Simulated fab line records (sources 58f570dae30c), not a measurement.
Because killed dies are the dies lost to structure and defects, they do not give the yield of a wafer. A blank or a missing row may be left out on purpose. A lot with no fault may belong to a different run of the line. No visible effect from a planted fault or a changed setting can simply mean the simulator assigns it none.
Which tool was responsible?	flow berkeleyCmos170	route of 331 steps, sampled at 1 step: 14 lots, 42 wafers

WHAT EACH GAUGE READ, for each wafer
UCB170_NSD_CD_MEAS_06: target cd 1200 nm.
lot	measured	on	cdNm (nm)
L892	day 6 11:09	cdSem-02	1200.6 1199.9 1201.1
L893	day 7 04:38	cdSem-02	1200.5 1200.5 1199.9
L899	day 7 20:37	cdSem-02	1200.2 1200.9 1200.0
L895	day 7 21:10	cdSem-02	1200.2 1201.4 1201.4
L896	day 7 21:44	cdSem-02	1199.4 1199.1 1198.1
L902	day 8 08:00	cdSem-02	1200.1 1200.6 1200.4
L897	day 8 08:40	cdSem-02	1200.6 1199.3 1198.9
L903	day 8 22:06	cdSem-02	1199.5 1199.8 1200.8
L904	day 9 03:58	cdSem-01	1201.2 1201.8 1200.2
L905	day 9 17:49	cdSem-01	1200.4 1199.8 1200.9
L907	day 9 18:05	cdSem-01	1199.1 1201.6 1201.4
L910	day 10 10:56	cdSem-01	1198.1 1198.8 1198.4
L913	day 10 23:25	cdSem-02	1200.8 1200.7 1199.8
L915	day 11 10:36	cdSem-01	1201.4 1201.2 1198.9

TOOL THAT RAN EACH LOT (tool first, then ch and the chambers of the sampled wafers, then the start)
The record shows no process step preceding these readings.

AS READ BY THE TOOLS THEMSELVES (means over the sampled wafers that have a number; for cases with no such wafer, the mark the record gives instead)
The record holds no such reading with a usual standard deviation.

THE ANSWER, worked out from the rows above alone
Rule: what is usual is taken from the lots themselves. The widest of any qualifying gaps counts: lots, ordered by their means at a reading, are off when they make up no more than a third of the lots, leave a main group of 4 or more, and stand apart from it by 3 or more times the standard deviation of that group's means. A main group is skipped when, at the precision printed for the reading in the tables above, its means are all equal. Also off: a lot with no number at a reading for which 4 or more lots have one. All remaining lots with rows at the step are treated as sound. Order of review: gauges by route order, followed by the tools' own readings, for which a lot's mean as printed above is used. The first step at which some lot is off is used, and at that step the reading that is off furthest; a lot without a number counts as furthest.
No lot is off at any reading shown: from this, nothing can be told.

WHAT THE SIMULATOR HAD PUT IN
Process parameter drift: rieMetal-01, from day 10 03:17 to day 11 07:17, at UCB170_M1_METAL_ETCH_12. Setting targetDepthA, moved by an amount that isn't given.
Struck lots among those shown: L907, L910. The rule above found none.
